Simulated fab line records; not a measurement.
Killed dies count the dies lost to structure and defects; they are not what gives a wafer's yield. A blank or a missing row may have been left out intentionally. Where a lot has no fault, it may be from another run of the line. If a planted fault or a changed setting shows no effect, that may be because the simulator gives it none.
fab line records -- flow rit_cmos
record lots=14, wafers=42, last_day=7
route steps=202 shown SILICIDE@162 M1@202
lots that met no fault: taken from a fault-free run of the same line
start_h: hours from the record's opening day to when the first of the lot's shown wafers began -- wait_h: how many hours have passed since the lot's step before this one -- " unchanged from the row above -- L1.1+2: a single row standing in for several wafers -- - no value, or no start given -- * or withheld: withheld -- < > ~ a bound
route shown NAME@n: a module of which the file shows steps, and the number in the route of the first -- usual: mean/standard deviation taken from wafers without a fault -- same: alike in all rows -- chamber/n: place in a boat -- sites: readings site by site -- _std_site: standard deviation of those values -- _edge_site: the outer-site mean with the inner-site mean subtracted -- radius_mm: for every site, how far away it sits from the centre of the wafer -- mask NAME#n: copy n -- behind: the tool/chamber that last shaped the wafer -- hold: why the lot went on hold/how many hours it stayed there/how the hold came to an end -- device: the transistor (n, p or np) that didn't switch -- end of line: tests of these same wafers at the route's end -- a step with no rows: only its recipe -- killed: at the first sort, the dies lost to defects and structure; wafer yield is something else -- map: dies across one wafer; x = killed, . = not, _ = none there
set.NAME: the setting that was run; set.NAME@STEP: the one run at that earlier step -- model.NAME: the simulator's own value behind a step, which no gauge read
route steps across a sampled set of lots; one table per step, one row per wafer
services: when a tool's chamber went out of use (start_h, in hours from the record's first day, below 0 if earlier), for how many hours, and the reason
## steps
# step RIT_SILICIDE_SPUTTER_01
# recipe material=Ti, target_thk_nm=30, power_w=350, chamber_pressure_pa=0.667, gas=Ar, time_s=240, substrate_temp_c=25
# usual chamber_pressure_pa=0.6671/0.0013, throttle_valve_pct=30.3/0.93
lot.wafer,tool,chamber,start_h,wait_h,chamber_pressure_pa,throttle_valve_pct
L844.1,pvd_sputter-04,-,54.85,0.0,0.6683,30.3
L844.2,pvd_sputter-04,-,54.85,0.0,0.6651,29.7
L844.3,pvd_sputter-04,-,54.85,0.0,0.6665,29.8
L845.1,pvd_sputter-03,-,65.38,0.0,0.6676,29.1
L845.4,pvd_sputter-03,-,65.38,0.0,0.6673,30.6
L845.5,pvd_sputter-03,-,65.38,0.0,0.6680,31.5
L846.2,pvd_sputter-04,-,68.88,0.0,0.6674,29.7
L846.4,pvd_sputter-04,-,68.88,0.0,0.6658,30.8
L846.6,pvd_sputter-04,-,68.88,0.0,0.6656,31.0
L847.2,pvd_sputter-03,-,71.74,0.0,0.6712,31.2
L847.3,pvd_sputter-03,-,71.74,0.0,0.6691,30.5
L847.6,pvd_sputter-03,-,71.74,0.0,0.6701,30.7
L848.2,pvd_sputter-04,-,78.57,0.0,0.6667,29.9
L848.3,pvd_sputter-04,-,78.57,0.0,0.6690,30.8
L848.6,pvd_sputter-04,-,78.57,0.0,0.6669,29.6
L849.1,pvd_sputter-03,-,81.66,0.0,0.6666,29.2
L849.4,pvd_sputter-03,-,81.66,0.0,0.6665,31.3
L849.6,pvd_sputter-03,-,81.66,0.0,0.6675,31.5
L853.3,pvd_sputter-04,-,99.28,0.0,0.6687,30.0
L853.4,pvd_sputter-04,-,99.28,0.0,0.6656,29.8
L853.5,pvd_sputter-04,-,99.28,0.0,0.5788,32.9
L855.2,pvd_sputter-04,-,112.48,0.0,0.6680,29.8
L855.3,pvd_sputter-04,-,112.48,0.0,0.5766,33.0
L855.6,pvd_sputter-04,-,112.48,0.0,0.6676,29.6
L861.3,pvd_sputter-02,-,140.78,0.0,0.6670,29.5
L861.5,pvd_sputter-02,-,140.78,0.0,0.6668,29.5
L861.6,pvd_sputter-02,-,140.78,0.0,0.6676,27.1
L862.1,pvd_sputter-03,-,147.21,0.0,0.6686,31.5
L862.2,pvd_sputter-03,-,147.21,0.0,0.6655,29.2
L862.5,pvd_sputter-03,-,147.21,0.0,0.6689,31.4
L863.1,pvd_sputter-03,-,150.69,0.0,0.6682,30.5
L863.2,pvd_sputter-03,-,150.69,0.0,0.6657,31.6
L863.4,pvd_sputter-03,-,150.69,0.0,0.6678,31.1
L865.1,pvd_sputter-03,-,161.51,0.0,0.6672,31.2
L865.3,pvd_sputter-03,-,161.51,0.0,0.6681,29.1
L865.6,pvd_sputter-03,-,161.51,0.0,0.6676,31.3
L866.3,pvd_sputter-04,-,165.79,0.0,0.6684,29.7
L866.5,pvd_sputter-04,-,165.79,0.0,0.6648,30.9
L866.6,pvd_sputter-04,-,165.79,0.0,0.6681,30.5
L867.1,pvd_sputter-02,-,166.77,0.0,0.6654,28.9
L867.2,pvd_sputter-02,-,166.77,0.0,0.6670,27.3
L867.4,pvd_sputter-02,-,166.77,0.0,0.6683,29.6
# step RIT_SILICIDE_RS_MEAS_02
# recipe thk_meas_gauge=four-point-probe, reads=Ti_of_SILICIDE_SPUTTER_01
# usual SILICIDE_TI_RS=48.2/0.67
lot.wafer,tool,chamber,start_h,wait_h,hold,SILICIDE_TI_RS[ohm/sq]
L844.1,film_metro-02,-,55.00,0.1,-,48.6
L844.2,film_metro-02,-,55.00,0.1,-,48.8
L844.3,film_metro-02,-,55.00,0.1,-,48.6
L845.1,film_metro-02,-,65.53,0.1,-,48.1
L845.4,film_metro-02,-,65.53,0.1,-,47.1
L845.5,film_metro-02,-,65.53,0.1,-,47.6
L846.2,film_metro-04,-,69.05,0.1,-,48.6
L846.4,film_metro-04,-,69.05,0.1,-,49.3
L846.6,film_metro-04,-,69.05,0.1,-,48.8
L847.2,film_metro-04,-,71.91,0.1,-,48.3
L847.3,film_metro-04,-,71.91,0.1,-,48.5
L847.6,film_metro-04,-,71.91,0.1,-,48.5
L848.2,film_metro-01,-,78.74,0.1,-,48.0
L848.3,film_metro-01,-,78.74,0.1,-,48.1
L848.6,film_metro-01,-,78.74,0.1,-,48.1
L849.1,film_metro-02,-,81.81,0.1,-,49.6
L849.4,film_metro-02,-,81.81,0.1,-,48.9
L849.6,film_metro-02,-,81.81,0.1,-,49.3
L853.3,film_metro-02,-,99.47,0.1,await_dispo/0.2h/release,48.3
L853.4,film_metro-02,-,99.47,0.1,await_dispo/0.2h/release,47.9
L853.5,film_metro-02,-,99.47,0.1,await_dispo/0.2h/release,36.3
L853.3,film_metro-02,-,99.76,0.3,-,48.8
L853.4,film_metro-02,-,99.76,0.3,-,48.3
L853.5,film_metro-02,-,99.76,0.3,-,36.5
L855.2,film_metro-01,-,112.65,0.1,await_dispo/0.2h/release,47.8
L855.3,film_metro-01,-,112.65,0.1,await_dispo/0.2h/release,35.9
L855.6,film_metro-01,-,112.65,0.1,await_dispo/0.2h/release,47.8
L855.2,film_metro-01,-,112.93,0.3,-,48.1
L855.3,film_metro-01,-,112.93,0.3,-,36.2
L855.6,film_metro-01,-,112.93,0.3,-,48.4
L861.3,film_metro-01,-,140.97,0.1,-,48.7
L861.5,film_metro-01,-,140.97,0.1,-,49.0
L861.6,film_metro-01,-,140.97,0.1,-,48.1
L862.1,film_metro-01,-,147.36,0.1,-,47.5
L862.2,film_metro-01,-,147.36,0.1,-,47.6
L862.5,film_metro-01,-,147.36,0.1,-,47.7
L863.1,film_metro-01,-,150.84,0.1,-,47.8
L863.2,film_metro-01,-,150.84,0.1,-,47.5
L863.4,film_metro-01,-,150.84,0.1,-,48.1
L865.1,film_metro-02,-,161.66,0.1,-,47.6
L865.3,film_metro-02,-,161.66,0.1,-,48.0
L865.6,film_metro-02,-,161.66,0.1,-,47.9
L866.3,film_metro-01,-,165.98,0.1,-,48.5
L866.5,film_metro-01,-,165.98,0.1,-,47.8
L866.6,film_metro-01,-,165.98,0.1,-,49.3
L867.1,film_metro-04,-,166.92,0.1,-,48.2
L867.2,film_metro-04,-,166.92,0.1,-,47.9
L867.4,film_metro-04,-,166.92,0.1,-,47.8
# step RIT_SILICIDE_THK_MEAS_03
# recipe thk_meas_gauge=xrf, reads=Ti_of_SILICIDE_SPUTTER_01
# usual SILICIDE_TI_THK=30.0/0.37
lot.wafer,tool,chamber,start_h,wait_h,hold,SILICIDE_TI_THK[nm]
L844.1,film_metro-02,-,55.12,0.1,-,29.7
L844.2,film_metro-02,-,55.12,0.1,-,29.7
L844.3,film_metro-02,-,55.12,0.1,-,29.6
L845.1,film_metro-02,-,65.65,0.1,-,30.1
L845.4,film_metro-02,-,65.65,0.1,-,30.7
L845.5,film_metro-02,-,65.65,0.1,-,30.2
L846.2,film_metro-04,-,69.16,0.1,-,29.6
L846.4,film_metro-04,-,69.16,0.1,-,29.3
L846.6,film_metro-04,-,69.16,0.1,-,29.6
L847.2,film_metro-04,-,72.02,0.1,-,29.8
L847.3,film_metro-04,-,72.02,0.1,-,29.7
L847.6,film_metro-04,-,72.02,0.1,-,29.7
L848.2,film_metro-01,-,78.85,0.1,-,30.2
L848.3,film_metro-01,-,78.85,0.1,-,30.1
L848.6,film_metro-01,-,78.85,0.1,-,30.1
L849.1,film_metro-02,-,81.93,0.1,-,29.4
L849.4,film_metro-02,-,81.93,0.1,-,29.8
L849.6,film_metro-02,-,81.93,0.1,-,29.7
L853.3,film_metro-02,-,102.67,2.9,await_dispo/2.8h/release,30.0
L853.4,film_metro-02,-,102.67,2.9,await_dispo/2.8h/release,30.4
L853.5,film_metro-02,-,102.67,2.9,await_dispo/2.8h/release,31.2
L855.2,film_metro-01,-,114.03,1.1,await_dispo/1.0h/release,30.3
L855.3,film_metro-01,-,114.03,1.1,await_dispo/1.0h/release,31.4
L855.6,film_metro-01,-,114.03,1.1,await_dispo/1.0h/release,30.2
L861.3,film_metro-01,-,141.07,0.1,-,29.8
L861.5,film_metro-01,-,141.07,0.1,-,29.7
L861.6,film_metro-01,-,141.07,0.1,-,29.9
L862.1,film_metro-01,-,147.48,0.1,-,30.5
L862.2,film_metro-01,-,147.48,0.1,-,30.4
L862.5,film_metro-01,-,147.48,0.1,-,30.3
L863.1,film_metro-01,-,150.96,0.1,-,30.4
L863.2,film_metro-01,-,150.96,0.1,-,30.3
L863.4,film_metro-01,-,150.96,0.1,-,30.1
L865.1,film_metro-02,-,161.78,0.1,-,30.2
L865.3,film_metro-02,-,161.78,0.1,-,29.8
L865.6,film_metro-02,-,161.78,0.1,-,30.0
L866.3,film_metro-01,-,166.08,0.1,-,29.9
L866.5,film_metro-01,-,166.08,0.1,-,30.3
L866.6,film_metro-01,-,166.08,0.1,-,29.5
L867.1,film_metro-04,-,167.04,0.1,-,30.1
L867.2,film_metro-04,-,167.04,0.1,-,30.2
L867.4,film_metro-04,-,167.04,0.1,-,30.2
# step RIT_M1_PROBE_99
# usual killed_at_contacts=0.1/0.31, killed_at_front_end=7/3, killed_dies=7/3, killed_on_rim=1.8/1.2, killed_open=3.2/1.9, killed_short=3.6/2.2
# same gross_dies=264, killed_at_M0_to_M3=0, killed_at_M4_up=0, killed_at_back_side=0, killed_at_other=0
lot.wafer,tool,chamber,start_h,wait_h,killed_at_contacts,killed_at_front_end,killed_dies,killed_on_rim,killed_open,killed_short
L846.2,prober-02,-,75.93,0.1,0,6,6,2,2,4
L846.4,prober-02,-,76.03,0.2,1,10,11,3,6,5
L846.6,prober-02,-,76.13,0.2,0,6,6,0,4,2
L853.3,prober-02,-,109.92,0.2,0,4,4,1,2,2
L853.4,prober-02,-,109.97,0.2,0,5,5,2,3,2
L853.5,prober-02,-,110.02,0.2,0,8,8,2,3,5
L855.2,prober-01,-,121.80,0.1,0,3,3,2,2,1
L855.3,prober-01,-,121.85,0.2,0,5,5,2,2,3
L855.6,prober-01,-,122.00,0.2,0,10,10,4,4,6
# killed by level:class
L846.2 GATE:geometric_particle:short=2 FOX1:geometric_particle:open=1 FOX1:geometric_particle:short=1 SPACER:geometric_particle:short=1 SPACER:geometric_particle:open=1
L846.4 FOX2:geometric_particle:short=2 GATE:geometric_particle:short=2 REOX:geometric_particle:open=2 SPACER:geometric_particle:open=2 FOX2:geometric_particle:open=1 GATE:geometric_particle:open=1 CONTACT:geometric_particle:short=1
L846.6 SPACER:geometric_particle:open=2 FOX2:geometric_particle:open=1 GATE:geometric_particle:open=1 GATE:geometric_particle:short=1 SPACER:geometric_particle:short=1
L853.3 GATE:geometric_particle:short=2 FOX2:geometric_particle:open=1 SPACER:geometric_particle:open=1
L853.4 FOX2:geometric_particle:short=1 GATE:geometric_particle:open=1 GATE:geometric_particle:short=1 REOX:geometric_particle:open=1 SILICIDE:geometric_particle:open=1
L853.5 GATE:geometric_particle:open=3 GATE:geometric_particle:short=3 REOX:geometric_particle:short=1 SILICIDE:geometric_particle:short=1
L855.2 GATE:geometric_particle:open=1 REOX:geometric_particle:open=1 SPACER:geometric_particle:short=1
L855.3 FOX1:geometric_particle:open=1 FOX2:geometric_particle:short=1 GATE:geometric_particle:short=1 REOX:geometric_particle:short=1 REOX:geometric_particle:open=1
L855.6 REOX:geometric_particle:short=3 SPACER:geometric_particle:short=2 FOX2:geometric_particle:open=1 GATE:geometric_particle:short=1 REOX:geometric_particle:open=1 SPACER:geometric_particle:open=1 SILICIDE:geometric_particle:open=1
## services
tool,chamber,start_h,hours,kind
pvd_sputter-03,-,57.65,4.0,repair
pvd_sputter-04,-,58.31,7.3,repair
pvd_sputter-04,-,106.93,5.1,repair
pvd_sputter-04,-,143.46,11.7,repair
pvd_sputter-03,-,144.63,0.6,repair
## key
first_sign step=RIT_SILICIDE_SPUTTER_01, reading=chamber_pressure_pa, direction=down, sigmas=69, usual=0.6671, struck=0.5777
effect step=RIT_SILICIDE_SPUTTER_01, reading=throttle_valve_pct, direction=up, sigmas=2.8, usual=30.3, struck=33.0
effect step=RIT_SILICIDE_RS_MEAS_02, reading=visit, direction=added
effect step=RIT_SILICIDE_RS_MEAS_02, reading=SILICIDE_TI_RS, direction=down, sigmas=18, usual=48.2, struck=36.1
effect step=RIT_SILICIDE_THK_MEAS_03, reading=SILICIDE_TI_THK, direction=up, sigmas=3.7, usual=30.0, struck=31.3
met_at RIT_SILICIDE_SPUTTER_01
struck_lots L853,L855
struck_wafers L853.5,L855.3
tester_left_out L853,L855
onset_between 78.57 99.28
fault kind=process_parameter_drift, tool=pvd_sputter-04, chamber=-, onset_h=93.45, steps=RIT_SILICIDE_SPUTTER_01, channel=chamber_pressure_pa, offset=-0.088002, shape=step, end_h=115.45, acts_in=these_recipes_only, stated=0.667, scope=struck_wafers_only
# tester_left_out: of these lots the tester's yield and bins aren't shown, on N5 and GAA mostly nor the transistor test; their killed dies are dies lost to structure and defects alone, not to doping, threshold or leakage, so they don't give the yield
